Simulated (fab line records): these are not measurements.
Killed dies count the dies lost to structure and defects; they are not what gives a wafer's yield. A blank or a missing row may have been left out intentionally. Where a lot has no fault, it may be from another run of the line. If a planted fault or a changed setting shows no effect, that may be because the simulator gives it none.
fab line records -- flow berkeley-cmos170
[record] lots = 7, wafers = 21, last-day = 13
route steps=331 shown M1@252 V1@254
lots untouched by any fault: they come from a run of this same line in which no faults occurred
start-h: start of the lot's first displayed wafer, in hours after the record's first day -- wait-h: how many hours have passed since the lot's step before this one -- " as in the row above -- L1.1+2: one row covering several wafers at once -- - value missing, or start not given -- * or withheld: withheld -- < > ~ a bound
route shown NAME@n: names a module that has steps shown in the file, with the first one's number in the route -- usual: mean and standard deviation over wafers with no fault -- same: alike in all rows -- chamber/n: place in a boat -- sites: the reading at each site -- _std_site: their standard deviation -- _edge_site: the outer-site mean with the inner-site mean subtracted -- radius-mm: how far each site lies from the wafer's centre -- mask NAME#n: copy n -- behind: the tool/chamber that last shaped the wafer -- hold: why the lot went on hold/how many hours it stayed there/how the hold came to an end -- device: which transistor (n, p or np) failed to switch -- end of line: the tests these same wafers got at the end of their route -- where a step has no rows: the recipe by itself -- killed: dies that structure and defects cost at the first sort, which is not the same as the wafer's yield -- map: a wafer's dies, x killed, . not, _ none there
set.NAME: the run value of the setting; set.NAME@STEP: its run value at that earlier step -- model.NAME: the simulator's own value behind a step, which no gauge read
lots seen at some steps along the route; tables by step, rows by wafer
services: a tool's chamber out of use, with start hour (start-h, from the record's first day; less than 0 if before it), hours out, and reason
[[steps]]
[step UCB170_M1_CD_MEAS_90]
[recipe] target-cd-nm = 700
[usual] cd-nm = 701.3/2.6
lot.wafer,tool,chamber,start-h,wait-h,cd-nm
L360.2,cd-sem-01,-,189.83,0.1,698.2
L360.3,cd-sem-01,-,189.83,0.1,701.9
L360.6,cd-sem-01,-,189.83,0.1,702.8
L361.2,cd-sem-01,-,191.46,0.1,700.0
L361.5,cd-sem-01,-,191.46,0.1,700.7
L361.6,cd-sem-01,-,191.46,0.1,700.6
L368.2,cd-sem-02,-,237.52,0.1,698.1
L368.4,cd-sem-02,-,237.52,0.1,697.6
L368.6,cd-sem-02,-,237.52,0.1,696.1
L370.1,cd-sem-02,-,249.03,0.1,701.2
L370.2,cd-sem-02,-,249.03,0.1,698.8
L370.3,cd-sem-02,-,249.03,0.1,700.0
L371.2,cd-sem-01,-,249.28,0.1,703.5
L371.3,cd-sem-01,-,249.28,0.1,704.7
L371.5,cd-sem-01,-,249.28,0.1,706.0
L377.2,cd-sem-01,-,285.47,0.1,704.4
L377.5,cd-sem-01,-,285.47,0.1,708.9
L377.6,cd-sem-01,-,285.47,0.1,703.8
L381.1,cd-sem-02,-,285.84,0.1,699.7
L381.3,cd-sem-02,-,285.84,0.1,700.8
L381.5,cd-sem-02,-,285.84,0.1,700.0
[step UCB170_M1_ANNEAL_14]
[recipe] temp-c = 400, time-s = 1200, ambient = forming-gas
[step UCB170_V1_CVD_00]
[recipe] material = SiO2, target-thk-nm = 2000, temp-c = 390, precursor = TEOS/O2, time-s = 250, rf-w = 550, pressure-mtorr = 9000
[usual] heater-power-w = 248/52
lot.wafer,tool,chamber,start-h,wait-h,heater-power-w
L360.2,pecvd-03,2,192.33,0.0,322
L360.3,pecvd-03,0,192.33,0.0,284
L360.6,pecvd-03,0,192.33,0.0,193
L361.2,pecvd-02,0,193.66,0.0,238
L361.5,pecvd-02,0,193.66,0.0,192
L361.6,pecvd-02,2,193.66,0.0,152
L368.2,pecvd-03,0,239.85,0.0,286
L368.4,pecvd-03,1,239.85,0.0,272
L368.6,pecvd-03,2,239.85,0.0,226
L370.1,pecvd-02,2,250.48,0.0,194
L370.2,pecvd-02,1,250.48,0.0,300
L370.3,pecvd-02,0,250.48,0.0,220
L371.2,pecvd-01,2,251.81,0.0,290
L371.3,pecvd-01,0,251.81,0.0,197
L371.5,pecvd-01,2,251.81,0.0,210
L377.2,pecvd-03,1,287.11,0.2,249
L377.5,pecvd-03,1,287.11,0.2,185
L377.6,pecvd-03,2,287.11,0.2,295
L381.1,pecvd-02,2,288.29,0.0,221
L381.3,pecvd-02,0,288.29,0.0,207
L381.5,pecvd-02,0,288.29,0.0,269
[step UCB170_V1_THK_MEAS_01]
[recipe] reads = SiO2_of_V1_CVD_00
[usual] V1_TEOS_THK = 1999/27
lot.wafer,tool,chamber,start-h,wait-h,V1_TEOS_THK[nm]
L360.2,film-metro-02,-,192.49,0.1,1990
L360.3,film-metro-02,-,192.49,0.1,2002
L360.6,film-metro-02,-,192.49,0.1,2054
L361.2,film-metro-01,-,193.83,0.1,1975
L361.5,film-metro-01,-,193.83,0.1,1987
L361.6,film-metro-01,-,193.83,0.1,1988
L368.2,film-metro-04,-,240.02,0.1,1990
L368.4,film-metro-04,-,240.02,0.1,1997
L368.6,film-metro-04,-,240.02,0.1,2012
L370.1,film-metro-04,-,250.64,0.1,1991
L370.2,film-metro-04,-,250.64,0.1,2004
L370.3,film-metro-04,-,250.64,0.1,1965
L371.2,film-metro-02,-,251.98,0.1,1976
L371.3,film-metro-02,-,251.98,0.1,1976
L371.5,film-metro-02,-,251.98,0.1,2016
L377.2,film-metro-04,-,287.28,0.1,1972
L377.5,film-metro-04,-,287.28,0.1,2004
L377.6,film-metro-04,-,287.28,0.1,2015
L381.1,film-metro-04,-,288.45,0.1,1962
L381.3,film-metro-04,-,288.45,0.1,2000
L381.5,film-metro-04,-,288.45,0.1,2008
[step UCB170_V1_CMP_02]
[recipe] material = SiO2, down-force-psi = 6, platen-rpm = 60, pad-velocity-m-s = 0.75398
[usual] motor-current-A = 16.5/1.9
lot.wafer,tool,chamber,start-h,wait-h,motor-current-A
L360.2,cmp-01,2,192.54,0.0,14.5
L360.3,cmp-01,3,192.54,0.0,16.6
L360.6,cmp-01,3,192.54,0.0,16.1
L361.2,cmp-02,3,193.88,0.0,18.6
L361.6,cmp-02,3,193.88,0.0,18.5
L361.5,cmp-02,0,193.88,0.0,14.4
L368.4,cmp-02,0,240.17,0.1,15.7
L368.2,cmp-02,1,240.17,0.1,15.5
L368.6,cmp-02,3,240.17,0.1,18.5
L370.2,cmp-02,1,250.75,0.1,15.3
L370.3,cmp-02,2,250.75,0.1,19.4
L370.1,cmp-02,3,250.75,0.1,17.5
L371.3,cmp-01,1,252.03,0.0,15.3
L371.2,cmp-01,3,252.03,0.0,15.9
L371.5,cmp-01,2,252.03,0.0,13.6
L377.2,cmp-02,0,288.22,0.9,14.1
L377.5,cmp-02,1,288.22,0.9,15.4
L377.6,cmp-02,2,288.22,0.9,19.1
L381.3,cmp-02,1,288.72,0.2,14.7
L381.1,cmp-02,3,288.72,0.2,18.7
L381.5,cmp-02,1,288.72,0.2,15.7
[step UCB170_V1_BOW_MEAS_03]
[recipe] mode = bow
[usual] V1_BOW = 19/6.7
lot.wafer,tool,chamber,start-h,wait-h,V1_BOW[um]
L360.2,film-metro-01,-,192.86,0.3,25
L360.3,film-metro-01,-,192.86,0.3,16
L360.6,film-metro-01,-,192.86,0.3,9
L361.2,film-metro-04,-,194.20,0.3,10
L361.5,film-metro-04,-,194.20,0.3,14
L361.6,film-metro-04,-,194.20,0.3,24
L368.2,film-metro-01,-,240.39,0.1,14
L368.4,film-metro-01,-,240.39,0.1,18
L368.6,film-metro-01,-,240.39,0.1,16
L370.1,film-metro-04,-,251.00,0.1,19
L370.2,film-metro-04,-,251.00,0.1,32
L370.3,film-metro-04,-,251.00,0.1,13
L371.2,film-metro-04,-,252.35,0.2,14
L371.3,film-metro-04,-,252.35,0.2,20
L371.5,film-metro-04,-,252.35,0.2,12
L377.2,film-metro-02,-,288.39,0.1,15
L377.5,film-metro-02,-,288.39,0.1,6
L377.6,film-metro-02,-,288.39,0.1,19
L381.1,film-metro-02,-,288.97,0.1,22
L381.3,film-metro-02,-,288.97,0.1,24
L381.5,film-metro-02,-,288.97,0.1,12
[step UCB170_V1_THK_MEAS_04]
[recipe] reads = SiO2_of_V1_CVD_00
[usual] V1_POLISHED_THK = 1000.4/1.3
lot.wafer,tool,chamber,start-h,wait-h,V1_POLISHED_THK[nm]
L360.2,film-metro-01,-,192.97,0.1,1002.4
L360.3,film-metro-01,-,192.97,0.1,1001.8
L360.6,film-metro-01,-,192.97,0.1,1001.7
L361.2,film-metro-04,-,194.31,0.1,1001.3
L361.5,film-metro-04,-,194.31,0.1,999.4
L361.6,film-metro-04,-,194.31,0.1,1000.4
L368.2,film-metro-01,-,240.50,0.1,1001.1
L368.4,film-metro-01,-,240.50,0.1,1002.1
L368.6,film-metro-01,-,240.50,0.1,1000.8
L370.1,film-metro-04,-,251.12,0.1,998.8
L370.2,film-metro-04,-,251.12,0.1,1001.5
L370.3,film-metro-04,-,251.12,0.1,999.3
L371.2,film-metro-04,-,252.46,0.1,1000.1
L371.3,film-metro-04,-,252.46,0.1,999.8
L371.5,film-metro-04,-,252.46,0.1,998.7
L377.2,film-metro-02,-,288.50,0.1,1002.6
L377.5,film-metro-02,-,288.50,0.1,1001.7
L377.6,film-metro-02,-,288.50,0.1,999.0
L381.1,film-metro-02,-,289.09,0.1,1001.2
L381.3,film-metro-02,-,289.09,0.1,1002.5
L381.5,film-metro-02,-,289.09,0.1,1003.5
[step UCB170_V1_CLEAN_05]
[recipe] chemistry = DIW
[step UCB170_V1_HMDS_06]
[recipe] prime-time-s = 60, prime-temp-c = 100
[step UCB170_V1_COAT_07]
[recipe] resist = KrF, spin-rpm = 1500, resist-thk-nm = 900
[step UCB170_V1_SOFTBAKE_08]
[recipe] resist = KrF, temp-c = 130, time-s = 60
[step UCB170_V1_EXPOSE_09]
[recipe] mask-id = VIA1, target-cd-nm = 700, na = 0.5, sigma-outer = 0.6, source-shape = conventional, dose-mj = 37
[step UCB170_V1_PEB_10]
[recipe] peb-temp-c = 130, peb-time-s = withheld, resist = KrF
[usual] chill-plate-temp-C = 22.98/0.1, exhaust-pa = 44.8/0.85, resist-line-temp-C = 23.01/0.12
lot.wafer,tool,chamber,start-h,wait-h,chill-plate-temp-C,exhaust-pa,resist-line-temp-C
L361.2,litho-track-03,0,196.73,0.8,22.91,43.0,22.81
L361.5,litho-track-03,0,196.73,0.8,22.91,44.5,22.92
L361.6,litho-track-03,0,196.73,0.8,23.08,45.4,22.90
L360.2,litho-track-01,0,196.84,0.6,23.06,43.4,22.99
L360.3,litho-track-01,0,196.84,0.6,23.07,43.3,22.89
L360.6,litho-track-01,0,196.84,0.6,23.12,45.0,22.93
L368.2,litho-track-01,-,242.02,0.1,-,-,-
L368.4,litho-track-01,-,242.02,0.1,-,-,-
L368.6,litho-track-01,-,242.02,0.1,-,-,-
L370.1,litho-track-04,-,254.49,0.4,-,-,-
L370.2,litho-track-04,-,254.49,0.4,-,-,-
L370.3,litho-track-04,-,254.49,0.4,-,-,-
L371.2,litho-track-01,-,254.69,0.3,-,-,-
L371.3,litho-track-01,-,254.69,0.3,-,-,-
L371.5,litho-track-01,-,254.69,0.3,-,-,-
L377.2,litho-track-03,0,292.30,0.4,23.04,44.2,23.23
L377.5,litho-track-03,0,292.30,0.4,22.82,45.1,22.94
L377.6,litho-track-03,0,292.30,0.4,22.70,44.8,22.99
L381.1,litho-track-01,0,292.55,0.6,23.06,45.7,23.19
L381.3,litho-track-01,0,292.55,0.6,23.12,45.7,23.35
L381.5,litho-track-01,0,292.55,0.6,22.88,45.8,23.24
[step UCB170_V1_DEVELOP_11]
[recipe] developer = TMAH, develop-time-s = 45, resist = KrF, dev-temp-c = 21
[[services]]
tool,chamber,start-h,hours,kind
cmp-01,-,177.41,0.2,repair
pecvd-02,-,185.93,0.8,pm
cmp-01,-,188.17,3.9,pm
cmp-02,-,194.58,2.3,repair
cmp-01,-,228.19,9.6,repair
cmp-01,-,237.78,4.0,pm
cmp-01,-,241.78,-,consumable-replace:conditioner
cmp-01,-,241.78,-,consumable-replace:pad
pecvd-03,-,242.50,14.0,pm
pecvd-03,0,242.50,14.0,vent-cycle
pecvd-03,1,242.50,14.0,vent-cycle
pecvd-03,2,242.50,14.0,vent-cycle
cmp-01,-,247.14,1.6,repair
pecvd-03,0,256.50,-,clean
pecvd-03,1,256.50,-,clean
pecvd-03,2,256.50,-,clean
cmp-01,-,279.39,14.4,pm
[[key]]
[first-sign] step = UCB170_V1_PEB_10, reading = tool-record, direction = missing
effect none on later readings
met-at UCB170_V1_PEB_10
struck-wafers L368.2,L368.4,L368.6,L370.1,L370.2,L370.3,L371.2,L371.3,L371.5
later-rows-left-out L368.2,L368.4,L368.6,L370.1,L370.2,L370.3,L371.2,L371.3,L371.5
sort-left-out L368.2,L368.4,L368.6,L370.1,L370.2,L370.3,L371.2,L371.3,L371.5
onset-between 196.84 242.02
[fault] kind = skipped-step-whole, tool = litho-track-01,litho-track-04, chamber = -, onset-h = 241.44, steps = UCB170_V1_PEB_10, scope = struck-lots-only
// sort-left-out: the simulated sort isn't trusted on such a fault, so these wafers' sort isn't shown, and their yield isn't known
// later-rows-left-out: the simulator's readings of these wafers behind a module that went badly wrong aren't trusted and aren't shown, but for the sort
